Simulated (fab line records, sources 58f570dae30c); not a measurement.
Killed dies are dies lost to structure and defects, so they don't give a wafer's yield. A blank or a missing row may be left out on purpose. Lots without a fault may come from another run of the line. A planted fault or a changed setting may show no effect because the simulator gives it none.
fab line records | flow berkeley_cmos170
record lots=5 wafers=15 last_day=12
route steps=331 shown NWELL@32 PWELL@34 WELLDRIVE@55 ACTIVE@60
lots that met no fault: from a run of the same line without faults
start_h: hours from the record's first day to the start of the lot's first wafer shown | wait_h: hours since the lot's step before | " the same as in the row above | L1.1+2: a row that stands for several wafers | - no value, or no start given | * or withheld: withheld | < > ~ a bound
route shown NAME@n: a module of which the file shows steps, and the number in the route of the first | usual: mean/standard deviation of fault-free wafers | same: alike in all rows | chamber/n: place in a boat | sites: the reading at each site | _std_site: their standard deviation | _edge_site: outer sites' mean less inner sites' | radius_mm: how far each site lies from the wafer's centre | mask NAME#n: copy n | behind: the tool/chamber that last shaped the wafer | hold: why the lot was held/for how many hours/how that ended | device: the transistor (n, p or np) that didn't switch | end of line: the same wafers' tests at the end of the route | a step without rows: its recipe alone | killed: dies lost to structure and defects at the first sort, not the wafer's yield | map: a wafer's dies, x killed, . not, _ none there
set.NAME: the setting as run; set.NAME@STEP: as run at that earlier step | model.NAME: the simulator's own value behind a step, which no gauge read
lots at some steps of the route; a table a step, a row a wafer
services: from which hour (start_h, from the record's first day; less than 0 if before it) a tool's chamber was out of use, for how many hours, and why
## steps
# step UCB170_NWELL_WET_ETCH_18
# recipe chemistry=H3PO4 target=Si3N4 temp_c=160 time_s=14400
# columns lot.wafer tool chamber start_h wait_h
L074.2+4+5 wet_bench-03 1 32.95 0.0
L085.2+3+6 wet_bench-01 1 88.58 0.0
L087.1+3+6 wet_bench-03 3 100.13 0.2
L092.1+2+6 wet_bench-04 1 122.27 0.0
L095.1+3+4 wet_bench-03 2 138.80 0.0
# step UCB170_NWELL_WET_ETCH_19
# recipe chemistry=BOE dilution=5:1 target=SiO2 temp_c=25 time_s=22
# columns lot.wafer tool chamber start_h wait_h
L074.2+4+5 wet_bench-03 3 37.54 0.2
L085.2+3+6 wet_bench-01 1 93.70 0.3
L087.1+3+6 wet_bench-01 0 104.14 0.0
L092.1+2+6 wet_bench-04 2 126.64 0.0
L095.1+3+4 wet_bench-03 1 143.02 0.2
# step UCB170_PWELL_CLEAN_00
# recipe chemistry=SPM temp_c=120 time_s=600
# columns lot.wafer tool chamber start_h wait_h
L074.2+4+5 wet_bench-04 3 37.61 0.1
L085.2+3+6 wet_bench-03 1 94.75 1.0
L087.1+3+6 wet_bench-01 3 104.16 0.0
L092.1+2+6 wet_bench-04 1 126.66 0.0
L095.1+3+4 wet_bench-04 0 143.41 0.4
# step UCB170_PWELL_CLEAN_01
# recipe chemistry=dHF dilution=25:1 time_s=60
# columns lot.wafer tool chamber start_h wait_h
L074.2+4+5 wet_bench-03 2 37.78 0.0
L085.2+3+6 wet_bench-03 3 95.27 0.3
L087.1+3+6 wet_bench-01 1 104.35 0.0
L092.1+2+6 wet_bench-04 2 126.85 0.0
L095.1+3+4 wet_bench-01 3 143.70 0.1
# step UCB170_PWELL_OXIDATION_02
# recipe temp_c=1000 ambient=O2 target_thk_a=264 ox_time_s=1260
# columns lot.wafer tool chamber start_h wait_h
L074.2+4+5 furnace-02 0 40.02 2.2
L085.2+3+6 furnace-04 0 96.73 1.4
L087.1+3+6 furnace-03 0 106.46 2.1
L092.1+2+6 furnace-03 0 130.46 3.6
L095.1+3+4 furnace-04 0 146.03 2.3
# step UCB170_PWELL_THK_MEAS_03
# recipe reads=SiO2_of_PWELL_OXIDATION_02
# usual PWELL_OXIDE_THK=26.4/0.46
# columns lot.wafer tool chamber start_h wait_h PWELL_OXIDE_THK[nm]
L074.2 film_metro-02 - 41.38 0.0 25.9
L074.4 " - " " 25.6
L074.5 " - " " 25.6
L085.2 film_metro-04 - 98.09 0.0 27.4
L085.3 " - " " 27.6
L085.6 " - " " 27.9
L087.1 film_metro-01 - 107.81 0.0 26.9
L087.3 " - " " 26.6
L087.6 " - " " 26.8
L092.1 film_metro-02 - 131.81 0.0 26.1
L092.2 " - " " 26.2
L092.6 " - " " 25.8
L095.1 film_metro-02 - 147.38 0.0 26.6
L095.3 " - " " 26.5
L095.4 " - " " 26.2
# step UCB170_PWELL_ANNEAL_04
# recipe temp_c=1000 time_s=900 ambient=N2
# columns lot.wafer tool chamber start_h wait_h
L074.2+4+5 furnace-04 0 43.34 1.9
L085.2+3+6 furnace-03 0 99.46 1.4
L087.1+3+6 furnace-04 0 108.93 1.1
L092.1+2+6 furnace-04 0 136.58 4.8
L095.1+3+4 furnace-02 0 151.24 3.9
# step UCB170_PWELL_CVD_05
# recipe material=Si3N4 target_thk_nm=220 temp_c=800 precursor=SiH2Cl2/NH3 time_s=3300 pressure_mtorr=200 sih2cl2_flow_sccm=25 nh3_flow_sccm=75
# columns lot.wafer tool chamber start_h wait_h
L074.2+4+5 lpcvd-02 1 45.71 1.1
L085.2+3+6 lpcvd-01 1 102.09 1.4
L087.1+3+6 lpcvd-01 1 112.58 2.4
L092.1+2+6 lpcvd-02 0 137.83 0.0
L095.1+3+4 lpcvd-01 1 153.17 0.7
# step UCB170_PWELL_THK_MEAS_06
# recipe reads=Si3N4_of_PWELL_CVD_05
# usual PWELL_NITRIDE_THK=219.8/2.3
# columns lot.wafer tool chamber start_h wait_h PWELL_NITRIDE_THK[nm]
L074.2 film_metro-02 - 48.60 0.0 218.1
L074.4 " - " " 220.6
L074.5 " - " " 219.1
L085.2 film_metro-02 - 104.01 0.0 218.7
L085.3 " - " " 218.9
L085.6 " - " " 219.7
L087.1 film_metro-04 - 114.49 0.0 219.1
L087.3 " - " " 218.7
L087.6 " - " " 218.1
L092.1 film_metro-01 - 139.74 0.0 222.6
L092.2 " - " " 223.5
L092.6 " - " " 221.1
L095.1 film_metro-04 - 155.18 0.1 219.8
L095.3 " - " " 219.5
L095.4 " - " " 216.5
# step UCB170_PWELL_HMDS_07
# recipe prime_time_s=60 prime_temp_c=100
# usual resist_line_temp_C=22.97/0.094
# same prime_time_s=60
# columns lot.wafer tool chamber start_h wait_h resist_line_temp_C
L074.2 litho_track-04 0 48.70 0.1 23.02
L074.4 " 0 " " 23.07
L074.5 " 0 " " 22.92
L085.2 litho_track-01 0 104.11 0.1 22.88
L085.3 " 0 " " 23.03
L085.6 " 0 " " 23.00
L087.1 litho_track-04 0 114.79 0.3 22.90
L087.3 " 0 " " 23.13
L087.6 " 0 " " 23.07
L092.1 litho_track-04 0 140.25 0.5 22.84
L092.2 " 0 " " 22.97
L092.6 " 0 " " 23.09
L095.1 litho_track-03 0 155.24 0.1 22.92
L095.3 " 0 " " 22.97
L095.4 " 0 " " 22.93
# step UCB170_PWELL_COAT_08
# recipe resist=KrF spin_rpm=1500 resist_thk_nm=900
# usual resist_line_temp_C=23.01/0.099 spin_speed_rpm=1500.1/1.2
# columns lot.wafer tool chamber start_h wait_h resist_line_temp_C spin_speed_rpm
L074.2 litho_track-04 0 48.85 0.1 22.91 1499.4
L074.4 " 0 " " 23.05 1501.1
L074.5 " 0 " " 23.03 1501.4
L085.2 litho_track-01 0 104.26 0.1 23.15 1499.3
L085.3 " 0 " " 23.06 1501.6
L085.6 " 0 " " 22.96 1500.7
L087.1 litho_track-04 0 114.94 0.1 23.01 1500.2
L087.3 " 0 " " 22.97 1500.6
L087.6 " 0 " " 22.94 1500.0
L092.1 litho_track-04 0 140.40 0.1 22.83 1500.1
L092.2 " 0 " " 22.95 1498.5
L092.6 " 0 " " 22.86 1501.6
L095.1 litho_track-03 0 155.39 0.1 23.07 1501.6
L095.3 " 0 " " 22.89 1501.5
L095.4 " 0 " " 22.79 1502.1
# step UCB170_PWELL_SOFTBAKE_09
# recipe resist=KrF temp_c=130 time_s=60
# usual resist_line_temp_C=23.01/0.11
# columns lot.wafer tool chamber start_h wait_h resist_line_temp_C
L074.2 litho_track-04 0 49.00 0.1 22.87
L074.4 " 0 " " 22.75
L074.5 " 0 " " 22.73
L085.2 litho_track-01 0 104.41 0.1 22.77
L085.3 " 0 " " 22.86
L085.6 " 0 " " 22.98
L087.1 litho_track-04 0 115.09 0.1 23.18
L087.3 " 0 " " 23.07
L087.6 " 0 " " 23.06
L092.1 litho_track-04 0 140.55 0.1 22.90
L092.2 " 0 " " 22.93
L092.6 " 0 " " 22.99
L095.1 litho_track-03 0 155.54 0.1 23.05
L095.3 " 0 " " 23.12
L095.4 " 0 " " 23.09
# step UCB170_PWELL_EXPOSE_10
# recipe mask_id=PWELL target_cd_nm=3000 na=0.5 sigma_outer=0.6 source_shape=conventional dose_mj=19
# same sigma_outer=0.6
# columns lot.wafer tool chamber start_h wait_h mask
L074.2+4+5 krf_scanner-02 0 49.14 0.1 PWELL#0
L085.2+3+6 krf_scanner-01 0 104.79 0.4 PWELL#0
L087.1+3+6 krf_scanner-01 0 115.36 0.2 PWELL#0
L092.1+2+6 krf_scanner-02 0 140.83 0.2 PWELL#0
L095.1+3+4 krf_scanner-01 0 155.81 0.2 PWELL#0
# step UCB170_PWELL_PEB_11
# recipe peb_temp_c=128.9 peb_time_s=withheld resist=KrF
# usual resist_line_temp_C=23.01/0.093
# columns lot.wafer tool chamber start_h wait_h resist_line_temp_C
L074.2 litho_track-04 0 49.26 0.1 22.90
L074.4 " 0 " " 22.81
L074.5 " 0 " " 22.97
L085.2 litho_track-04 0 105.25 0.4 22.89
L085.3 " 0 " " 23.03
L085.6 " 0 " " 23.05
L087.1 litho_track-01 0 115.57 0.2 22.79
L087.3 " 0 " " 22.99
L087.6 " 0 " " 22.93
L092.1 litho_track-03 0 141.32 0.5 23.04
L092.2 " 0 " " 22.96
L092.6 " 0 " " 23.11
L095.1 litho_track-04 0 155.93 0.1 23.09
L095.3 " 0 " " 23.12
L095.4 " 0 " " 23.02
# step UCB170_PWELL_DEVELOP_12
# recipe developer=TMAH develop_time_s=45 resist=KrF dev_temp_c=21
# usual resist_line_temp_C=23.01/0.097
# columns lot.wafer tool chamber start_h wait_h resist_line_temp_C
L074.2 litho_track-04 0 - - 22.99
L074.4 " 0 " " 23.01
L074.5 " 0 " " 22.77
L085.2 litho_track-04 0 - - 22.96
L085.3 " 0 " " 23.16
L085.6 " 0 " " 23.15
L087.1 litho_track-01 0 - - 23.03
L087.3 " 0 " " 23.09
L087.6 " 0 " " 23.07
L092.1 litho_track-03 0 - - 22.91
L092.2 " 0 " " 23.04
L092.6 " 0 " " 23.12
L095.1 litho_track-04 0 - - 23.13
L095.3 " 0 " " 23.15
L095.4 " 0 " " 23.00
# step UCB170_PWELL_OVL_MEAS_13
# usual PWELL_OVL=0/6.7
# columns lot.wafer tool chamber start_h wait_h PWELL_OVL[nm]
L074.2 overlay-02 - 49.52 - 7
L074.4 " - " " 8
L074.5 " - " " 9
L085.2 overlay-01 - 105.51 - -11
L085.3 " - " " -10
L085.6 " - " " -9
L087.1 overlay-02 - 115.84 - 2
L087.3 " - " " 2
L087.6 " - " " -2
L092.1 overlay-01 - 141.60 - -1
L092.2 " - " " 0
L092.6 " - " " -6
L095.1 overlay-02 - 156.21 - 4
L095.3 " - " " -1
L095.4 " - " " 5
# step UCB170_PWELL_ETCH_14
# recipe chemistry=CH3F/Ar/O2 target=Si3N4 stop_on=SiO2 CH3F_flow_sccm=20 Ar_flow_sccm=50 O2_flow_sccm=7 pressure_mtorr=50 rf_w=450 target_depth_a=2420 over_etch_frac=0.1 time_s=151
# usual O2_flow_sccm=7.000/0.022 drypump_motor_current_A=5.5/0.34 oes_product_au=0.938/0.018 throttle_valve_pct=8.04/0.13
# columns lot.wafer tool chamber start_h wait_h O2_flow_sccm drypump_motor_current_A oes_product_au rf_hours_counter_h throttle_valve_pct
L074.2 rie_diel-03 3 49.55 0.0 7.000 5.1 0.937 135 8.11
L074.4 " 2 " " 6.987 5.5 0.949 165 8.29
L074.5 " 0 " " 7.018 5.6 0.924 - 8.18
L085.2 rie_diel-02 2 105.54 0.0 6.993 6.2 0.952 145 7.95
L085.3 " 3 " " 6.964 5.9 0.947 83 8.07
L085.6 " 1 " " 6.971 5.4 0.915 - 8.09
L087.1 rie_diel-02 1 115.88 0.0 6.983 5.4 0.908 101 8.08
L087.3 " 0 " " 6.982 5.2 0.912 75 8.10
L087.6 " 3 " " 6.969 5.8 0.947 - 8.04
L092.1 rie_diel-02 1 141.64 0.0 6.988 5.4 0.922 103 8.11
L092.2 " 2 " " 7.002 6.2 0.965 146 7.96
L092.6 " 0 " " 7.004 5.1 0.925 - 8.10
L095.1 rie_diel-03 0 156.24 0.0 7.036 5.6 0.923 75 8.18
L095.3 " 3 " " 7.012 5.0 0.931 140 8.12
L095.4 " 1 " " 6.990 5.4 0.958 11 7.85
# step UCB170_PWELL_IMPLANT_15
# recipe species=B dose_cm2=5e+12 energy_kev=60 tilt_deg=7
# usual beam_energy_keV=59.999/0.02
# columns lot.wafer tool chamber start_h wait_h beam_energy_keV
L074.2 implanter-03 0 49.68 0.1 60.015
L074.4 " 0 " " 60.019
L074.5 " 0 " " 59.981
L085.2 implanter-01 0 105.66 0.1 59.977
L085.3 " 0 " " 59.997
L085.6 " 0 " " 59.972
L087.1 implanter-03 0 115.98 0.1 59.991
L087.3 " 0 " " 59.968
L087.6 " 0 " " 60.002
L092.1 implanter-03 0 141.74 0.1 59.988
L092.2 " 0 " " 60.016
L092.6 " 0 " " 59.997
L095.1 implanter-01 0 156.34 0.1 60.003
L095.3 " 0 " " 60.008
L095.4 " 0 " " 59.985
# step UCB170_PWELL_STRIP_16
# recipe chemistry=O2 power_w=400 pressure_mtorr=3500 platen_temp_c=withheld o2_flow_sccm=400 overash_fraction=0.5
# usual drypump_motor_current_A=5.7/0.55 oes_product_au=0.721/0.0047 strip_time_to_endpoint_s=18.14/0.097
# columns lot.wafer tool chamber start_h wait_h drypump_motor_current_A oes_product_au rf_hours_counter_h strip_time_to_endpoint_s
L074.2 plasma_asher-01 0 49.80 0.1 6.6 0.724 25 18.21
L074.4 " 0 " " 6.6 0.718 - 18.05
L074.5 " 0 " " 6.6 0.721 - 18.22
L085.2 plasma_asher-04 0 105.79 0.1 5.2 0.721 41 18.13
L085.3 " 1 " " 5.0 0.719 - 18.25
L085.6 " 1 " " 5.1 0.718 - 18.29
L087.1 plasma_asher-02 0 116.13 0.1 5.6 0.720 40 18.18
L087.3 " 1 " " 5.7 0.720 - 18.24
L087.6 " 1 " " 5.7 0.722 - 18.16
L092.1 plasma_asher-01 0 141.89 0.1 6.6 0.723 35 18.24
L092.2 " 1 " " 5.9 0.726 35 18.03
L092.6 " 1 " " 5.9 0.717 - 18.09
L095.1 plasma_asher-04 1 156.49 0.1 5.1 0.717 4 18.28
L095.3 " 0 " " 5.2 0.726 - 18.27
L095.4 " 1 " " 5.0 0.718 - 18.07
# step UCB170_PWELL_TW_MEAS_17
# usual PWELL_TW=377.6/3
# columns lot.wafer tool chamber start_h wait_h PWELL_TW
L074.2 film_metro-02 - 49.91 0.1 379.4
L074.4 " - " " 380.1
L074.5 " - " " 378.9
L085.2 film_metro-01 - 105.90 0.1 378.0
L085.3 " - " " 378.6
L085.6 " - " " 377.1
L087.1 film_metro-01 - 116.23 0.1 376.8
L087.3 " - " " 377.3
L087.6 " - " " 376.7
L092.1 film_metro-02 - 141.99 0.1 378.6
L092.2 " - " " 381.5
L092.6 " - " " 383.3
L095.1 film_metro-01 - 156.59 0.1 379.7
L095.3 " - " " 378.8
L095.4 " - " " 379.5
# step UCB170_PWELL_CLEAN_18
# recipe chemistry=SPM temp_c=120 time_s=600
# columns lot.wafer tool chamber start_h wait_h
L074.2+4+5 wet_bench-01 1 49.96 0.0
L085.2+3+6 wet_bench-01 2 105.95 0.0
L087.1+3+6 wet_bench-03 2 116.29 0.1
L092.1+2+6 wet_bench-03 1 142.85 0.9
L095.1+3+4 wet_bench-03 2 156.65 0.1
# step UCB170_PWELL_WET_ETCH_19
# recipe chemistry=H3PO4 target=Si3N4 temp_c=160 time_s=14400
# columns lot.wafer tool chamber start_h wait_h
L074.2+4+5 wet_bench-04 3 50.14 0.0
L085.2+3+6 wet_bench-01 2 106.14 0.0
L087.1+3+6 wet_bench-04 0 116.48 0.0
L092.1+2+6 wet_bench-03 0 143.21 0.2
L095.1+3+4 wet_bench-03 2 156.83 0.0
# step UCB170_PWELL_WET_ETCH_20
# recipe chemistry=BOE dilution=5:1 target=SiO2 temp_c=25 time_s=22
# columns lot.wafer tool chamber start_h wait_h
L074.2+4+5 wet_bench-04 3 54.70 0.2
L085.2+3+6 wet_bench-03 2 110.51 0.0
L087.1+3+6 wet_bench-01 0 121.11 0.3
L092.1+2+6 wet_bench-03 2 147.22 0.0
L095.1+3+4 wet_bench-03 2 161.53 0.7
# step UCB170_WELLDRIVE_CLEAN_00
# recipe chemistry=SPM temp_c=120 time_s=600
# columns lot.wafer tool chamber start_h wait_h
L074.2+4+5 wet_bench-01 0 54.80 0.1
L085.2+3+6 wet_bench-01 3 110.53 0.0
L087.1+3+6 wet_bench-04 1 121.23 0.1
L092.1+2+6 wet_bench-03 0 147.24 0.0
L095.1+3+4 wet_bench-03 3 161.77 0.2
# step UCB170_WELLDRIVE_OXIDATION_01
# recipe temp_c=1100 ambient=O2 target_thk_a=1990 ox_time_s=9000
# columns lot.wafer tool chamber start_h wait_h
L074.2+4+5 furnace-04 0 57.29 2.3
L085.2+3+6 furnace-01 0 114.33 3.6
L087.1+3+6 furnace-03 0 122.59 1.2
L092.1+2+6 furnace-03 0 149.47 2.1
L095.1+3+4 furnace-03 0 166.26 4.3
# step UCB170_WELLDRIVE_THK_MEAS_02
# recipe reads=SiO2_of_WELLDRIVE_OXIDATION_01
# usual WELLDRIVE_OXIDE_THK=201/3.7
# columns lot.wafer tool chamber start_h wait_h WELLDRIVE_OXIDE_THK[nm]
L074.2 film_metro-04 - 60.80 0.0 201
L074.4 " - " " 199
L074.5 " - " " 198
L085.2 film_metro-03 - 117.84 0.0 199
L085.3 " - " " 197
L085.6 " - " " 195
L087.1 film_metro-04 - 126.21 0.1 196
L087.3 " - " " 199
L087.6 " - " " 199
L092.1 film_metro-02 - 152.97 0.0 200
L092.2 " - " " 196
L092.6 " - " " 197
L095.1 film_metro-04 - 169.76 0.0 207
L095.3 " - " " 205
L095.4 " - " " 204
# step UCB170_WELLDRIVE_ANNEAL_03
# recipe temp_c=1100 time_s=900 ambient=N2
# columns lot.wafer tool chamber start_h wait_h
L074.2+4+5 furnace-01 0 64.00 3.2
L085.2+3+6 furnace-01 0 120.52 2.7
L087.1+3+6 furnace-01 0 130.13 3.9
L092.1+2+6 furnace-01 0 158.20 5.2
L095.1+3+4 furnace-01 0 170.55 0.8
# step UCB170_WELLDRIVE_WET_ETCH_04
# recipe chemistry=BOE dilution=5:1 target=SiO2 temp_c=25 time_s=120
# columns lot.wafer tool chamber start_h wait_h
L074.2+4+5 wet_bench-04 2 65.30 0.1
L085.2+3+6 wet_bench-04 2 121.77 0.0
L087.1+3+6 wet_bench-01 0 131.38 0.0
L092.1+2+6 wet_bench-01 0 160.27 0.8
L095.1+3+4 wet_bench-04 2 171.91 0.1
# step UCB170_ACTIVE_CLEAN_00
# recipe chemistry=SPM temp_c=120 time_s=600
# columns lot.wafer tool chamber start_h wait_h
L074.2+4+5 wet_bench-04 1 65.35 0.0
L085.2+3+6 wet_bench-04 0 121.81 0.0
L087.1+3+6 wet_bench-03 2 131.42 0.0
L092.1+2+6 wet_bench-03 0 161.05 0.7
L095.1+3+4 wet_bench-04 3 171.95 0.0
# step UCB170_ACTIVE_CLEAN_01
# recipe chemistry=dHF dilution=25:1 time_s=60
# columns lot.wafer tool chamber start_h wait_h
L074.2+4+5 wet_bench-03 2 65.52 0.0
L085.2+3+6 wet_bench-04 3 122.00 0.0
L087.1+3+6 wet_bench-01 0 131.60 0.0
L092.1+2+6 wet_bench-03 0 161.72 0.5
L095.1+3+4 wet_bench-04 3 172.14 0.0
# step UCB170_ACTIVE_OXIDATION_02
# recipe temp_c=1000 ambient=O2 target_thk_a=264 ox_time_s=1260
# columns lot.wafer tool chamber start_h wait_h
L074.2+4+5 furnace-01 0 68.00 2.4
L085.2+3+6 furnace-02 0 124.44 2.4
L087.1+3+6 furnace-01 0 135.88 4.3
L092.1+2+6 furnace-01 0 165.03 3.3
L095.1+3+4 furnace-01 0 174.96 2.8
# step UCB170_ACTIVE_THK_MEAS_03
# recipe reads=SiO2_of_ACTIVE_OXIDATION_02
# usual ACTIVE_OXIDE_THK=26.5/0.5
# columns lot.wafer tool chamber start_h wait_h ACTIVE_OXIDE_THK[nm]
L074.2 film_metro-04 - 69.36 0.0 26.1
L074.4 " - " " 26.3
L074.5 " - " " 26.3
L085.2 film_metro-03 - 125.80 0.0 26.9
L085.3 " - " " 26.6
L085.6 " - " " 26.8
L087.1 film_metro-03 - 137.23 0.0 26.5
L087.3 " - " " 25.6
L087.6 " - " " 25.8
L092.1 film_metro-01 - 166.44 0.1 27.3
L092.2 " - " " 26.7
L092.6 " - " " 26.8
L095.1 film_metro-01 - 176.31 0.0 26.8
L095.3 " - " " 26.6
L095.4 " - " " 26.8
# step UCB170_ACTIVE_ANNEAL_04
# recipe temp_c=1000 time_s=900 ambient=N2
# columns lot.wafer tool chamber start_h wait_h
L074.2+4+5 furnace-03 0 71.91 2.5
L085.2+3+6 furnace-03 0 129.21 3.4
L087.1+3+6 furnace-02 0 140.56 3.3
L092.1+2+6 furnace-03 0 169.76 3.3
L095.1+3+4 furnace-01 0 178.91 2.6
# step UCB170_ACTIVE_CVD_05
# recipe material=Si3N4 target_thk_nm=220 temp_c=800 precursor=SiH2Cl2/NH3 time_s=3300 pressure_mtorr=200 sih2cl2_flow_sccm=25 nh3_flow_sccm=76.83
# columns lot.wafer tool chamber start_h wait_h
L074.2+4+5 lpcvd-01 0 74.13 1.0
L085.2+3+6 lpcvd-01 1 130.46 0.0
L087.1+3+6 lpcvd-01 1 141.81 0.0
L092.1+2+6 lpcvd-01 1 171.15 0.1
L095.1+3+4 lpcvd-02 1 180.16 0.0
# step UCB170_ACTIVE_THK_MEAS_06
# recipe reads=Si3N4_of_ACTIVE_CVD_05
# usual ACTIVE_NITRIDE_THK=223.2/2.4
# columns lot.wafer tool chamber start_h wait_h ACTIVE_NITRIDE_THK[nm]
L074.2 film_metro-03 - 76.06 0.0 223.8
L074.4 " - " " 222.5
L074.5 " - " " 224.4
L085.2 film_metro-01 - 132.38 0.0 223.1
L085.3 " - " " 223.6
L085.6 " - " " 220.7
L087.1 film_metro-03 - 143.72 0.0 225.4
L087.3 " - " " 224.7
L087.6 " - " " 225.6
L092.1 film_metro-03 - 173.06 0.0 220.0
L092.2 " - " " 219.7
L092.6 " - " " 219.5
L095.1 film_metro-03 - 182.08 0.0 222.4
L095.3 " - " " 224.9
L095.4 " - " " 224.3
# step UCB170_ACTIVE_HMDS_07
# recipe prime_time_s=60 prime_temp_c=100
# usual resist_line_temp_C=23.00/0.12
# same prime_time_s=60
# columns lot.wafer tool chamber start_h wait_h resist_line_temp_C
L074.2 litho_track-03 0 76.13 0.1 23.09
L074.4 " 0 " " 23.17
L074.5 " 0 " " 22.99
L085.2 litho_track-02 0 132.46 0.1 22.75
L085.3 " 0 " " 22.80
L085.6 " 0 " " 22.87
L087.1 litho_track-02 0 143.78 0.1 23.09
L087.3 " 0 " " 23.07
L087.6 " 0 " " 23.10
L092.1 litho_track-01 0 173.25 0.2 23.02
L092.2 " 0 " " 23.12
L092.6 " 0 " " 22.95
L095.1 litho_track-03 0 182.51 0.4 22.76
L095.3 " 0 " " 22.86
L095.4 " 0 " " 22.85
# step UCB170_ACTIVE_COAT_08
# recipe resist=KrF spin_rpm=1500 resist_thk_nm=900
# usual resist_line_temp_C=22.99/0.11 spin_speed_rpm=1500.1/0.93
# columns lot.wafer tool chamber start_h wait_h resist_line_temp_C spin_speed_rpm
L074.2 litho_track-03 0 76.28 0.1 23.03 1500.7
L074.4 " 0 " " 23.03 1499.6
L074.5 " 0 " " 22.96 1500.6
L085.2 litho_track-02 0 132.61 0.1 23.01 1501.1
L085.3 " 0 " " 23.01 1501.0
L085.6 " 0 " " 22.81 1500.6
L087.1 litho_track-02 0 143.93 0.1 22.88 1499.8
L087.3 " 0 " " 23.09 1500.8
L087.6 " 0 " " 22.94 1501.1
L092.1 litho_track-01 0 173.40 0.1 23.01 1500.8
L092.2 " 0 " " 23.07 1499.7
L092.6 " 0 " " 22.91 1500.9
L095.1 litho_track-03 0 182.66 0.1 22.90 1499.0
L095.3 " 0 " " 22.76 1499.5
L095.4 " 0 " " 22.82 1499.2
# step UCB170_ACTIVE_SOFTBAKE_09
# recipe resist=KrF temp_c=130 time_s=60
# usual resist_line_temp_C=23.00/0.1
# columns lot.wafer tool chamber start_h wait_h resist_line_temp_C
L074.2 litho_track-03 0 76.43 0.1 23.22
L074.4 " 0 " " 23.08
L074.5 " 0 " " 23.09
L085.2 litho_track-02 0 132.76 0.1 22.78
L085.3 " 0 " " 22.77
L085.6 " 0 " " 22.98
L087.1 litho_track-02 0 144.08 0.1 23.04
L087.3 " 0 " " 23.27
L087.6 " 0 " " 23.09
L092.1 litho_track-01 0 173.55 0.1 23.07
L092.2 " 0 " " 23.09
L092.6 " 0 " " 23.13
L095.1 litho_track-03 0 182.81 0.1 23.04
L095.3 " 0 " " 22.87
L095.4 " 0 " " 22.99
# step UCB170_ACTIVE_EXPOSE_10
# recipe mask_id=ACTIVE target_cd_nm=1200 na=0.5 sigma_outer=0.6 source_shape=conventional dose_mj=20
# same sigma_outer=0.6
# columns lot.wafer tool chamber start_h wait_h mask
L074.2+4+5 krf_scanner-02 0 76.70 0.2 ACTIVE#0
L085.2+3+6 krf_scanner-01 0 133.03 0.2 ACTIVE#0
L087.1+3+6 krf_scanner-01 0 144.23 0.1 ACTIVE#0
L092.1+2+6 krf_scanner-01 0 173.90 0.3 ACTIVE#0
L095.1+3+4 krf_scanner-01 0 183.09 0.2 ACTIVE#0
# step UCB170_ACTIVE_PEB_11
# recipe peb_temp_c=130 peb_time_s=withheld resist=KrF
# usual resist_line_temp_C=23.01/0.092
# columns lot.wafer tool chamber start_h wait_h resist_line_temp_C
L074.2 litho_track-02 0 76.82 0.1 22.99
L074.4 " 0 " " 23.10
L074.5 " 0 " " 23.04
L085.2 litho_track-02 0 133.15 0.1 22.85
L085.3 " 0 " " 23.01
L085.6 " 0 " " 22.94
L087.1 litho_track-03 0 144.35 0.1 23.05
L087.3 " 0 " " 23.08
L087.6 " 0 " " 23.03
L092.1 litho_track-03 0 174.22 0.3 23.13
L092.2 " 0 " " 23.17
L092.6 " 0 " " 23.12
L095.1 litho_track-03 0 183.69 0.6 22.99
L095.3 " 0 " " 22.94
L095.4 " 0 " " 23.02
# step UCB170_ACTIVE_DEVELOP_12
# recipe developer=TMAH develop_time_s=45 resist=KrF dev_temp_c=21
# usual resist_line_temp_C=22.98/0.11
# columns lot.wafer tool chamber start_h wait_h resist_line_temp_C
L074.2 litho_track-02 0 - - 22.96
L074.4 " 0 " " 22.90
L074.5 " 0 " " 22.78
L085.2 litho_track-02 0 - - 22.97
L085.3 " 0 " " 23.04
L085.6 " 0 " " 22.91
L087.1 litho_track-03 0 - - 22.91
L087.3 " 0 " " 22.97
L087.6 " 0 " " 22.89
L092.1 litho_track-03 0 - - 23.00
L092.2 " 0 " " 23.01
L092.6 " 0 " " 23.03
L095.1 litho_track-03 0 - - 22.83
L095.3 " 0 " " 22.99
L095.4 " 0 " " 22.92
# step UCB170_ACTIVE_CD_MEAS_13
# recipe target_cd_nm=1200
# usual cd_nm=1200.1/1.2
# columns lot.wafer tool chamber start_h wait_h cd_nm
L074.2 cd_sem-02 - 77.09 - 1200.8
L074.4 " - " " 1200.4
L074.5 " - " " 1200.3
L085.2 cd_sem-02 - 133.42 - 1198.4
L085.3 " - " " 1198.8
L085.6 " - " " 1198.8
L087.1 cd_sem-02 - 144.63 - 1198.9
L087.3 " - " " 1199.2
L087.6 " - " " 1197.5
L092.1 cd_sem-02 - 174.50 - 1198.9
L092.2 " - " " 1197.2
L092.6 " - " " 1198.6
L095.1 cd_sem-01 - 183.96 - 1200.5
L095.3 " - " " 1200.3
L095.4 " - " " 1200.0
# step UCB170_ACTIVE_OVL_MEAS_14
# usual ACTIVE_OVL=-3/4.7
# columns lot.wafer tool chamber start_h wait_h ACTIVE_OVL[nm]
L074.2 overlay-02 - 77.20 0.1 0
L074.4 " - " " -11
L074.5 " - " " -11
L085.2 overlay-01 - 133.53 0.1 -9
L085.3 " - " " -3
L085.6 " - " " -10
L087.1 overlay-02 - 144.75 0.1 -3
L087.3 " - " " -4
L087.6 " - " " -5
L092.1 overlay-02 - 174.62 0.1 -3
L092.2 " - " " 0
L092.6 " - " " -1
L095.1 overlay-01 - 184.08 0.1 -8
L095.3 " - " " -2
L095.4 " - " " -6
## services
# columns tool chamber start_h hours kind
lpcvd-02 - 21.66 0.5 repair
rie_diel-02 - 31.77 4.0 pm
furnace-04 - 36.59 4.2 pm
plasma_asher-04 - 41.81 2.2 repair
krf_scanner-01 - 56.23 1.3 pm
krf_scanner-02 - 58.13 0.2 repair
plasma_asher-01 - 67.61 1.6 repair
implanter-03 - 69.61 4.6 repair
furnace-01 - 73.28 4.4 pm
krf_scanner-01 - 77.07 0.8 pm
furnace-04 - 77.89 3.8 pm
krf_scanner-02 - 126.43 1.3 pm
furnace-02 - 128.79 4.4 pm
wet_bench-01 - 135.26 4.9 repair
furnace-01 - 142.75 4.0 pm
krf_scanner-01 - 146.86 4.4 pm
furnace-04 - 155.96 3.9 pm
implanter-03 - 161.50 4.7 repair
krf_scanner-02 - 161.59 1.0 pm
krf_scanner-01 - 164.61 1.0 pm
lpcvd-01 - 173.06 0.8 pm
wet_bench-01 - 173.75 51.5 pm
furnace-02 - 173.86 22.2 pm
lpcvd-01 - 176.35 2.8 pm
## key
fault none
